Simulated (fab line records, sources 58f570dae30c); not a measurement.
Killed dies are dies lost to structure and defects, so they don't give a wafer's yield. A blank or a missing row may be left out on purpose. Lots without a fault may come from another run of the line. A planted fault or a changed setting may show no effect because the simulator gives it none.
Chamber matching | flow berkeley_cmos170 | UCB170_CONTACT_ETCH_17 on rie_diel-01: 4 sister chambers
The step etches BARC in N2/H2. 8 wafers are shown with their chamber, then 7 later ones without.

WAFERS WITH THEIR CHAMBER
wafer  | chamber | throttle_valve_pct (%) | oes_product_au (a.u.)
L750.3 | 3       | 13.03                  | 0.989
L748.1 | 2       | 13.60                  | 0.966
L748.2 | 1       | 13.36                  | 0.997
L752.2 | 3       | 13.02                  | 0.984
L752.3 | 0       | 13.33                  | 0.985
L752.5 | 0       | 13.33                  | 0.978
L754.1 | 1       | 13.35                  | 1.007
L754.4 | 2       | 13.58                  | 0.972

WAFERS WITHOUT THEIR CHAMBER
wafer  | throttle_valve_pct (%) | oes_product_au (a.u.)
L754.6 | 13.58                  | 0.979
L756.1 | 13.01                  | 0.987
L756.2 | 13.60                  | 0.985
L756.4 | 13.33                  | 1.007
L761.2 | 13.58                  | 0.986
L761.4 | 13.03                  | 0.972
L761.6 | 13.32                  | 0.973

WHICH CHAMBER EACH WENT THROUGH
wafer  | from the rows above     | in truth
L754.6 | 2                       | 2
L756.1 | 3                       | 3
L756.2 | 2                       | 2
L756.4 | can't be placed: 1 or 0 | 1
L761.2 | 2                       | 2
L761.4 | 3                       | 3
L761.6 | 0                       | 0
Placed correctly: 6 of 7. Can't be placed from these rows: 1 (the true chamber is among the candidates in 1). Placed wrongly: 0.
How it was worked out, from the rows above alone: a wafer's distance from a chamber is the root of the sum, over the readings, of the square of ((its reading less the chamber's mean) divided by the reading's scatter). The wafer belongs to the nearest chamber; if the next one is less than 2 further off, it can't be placed. A chamber's mean is the mean of its shown wafers. The scatter: the root of (the sum of the squares of (reading less its chamber's mean) over the shown wafers, divided by (wafers less chambers)).
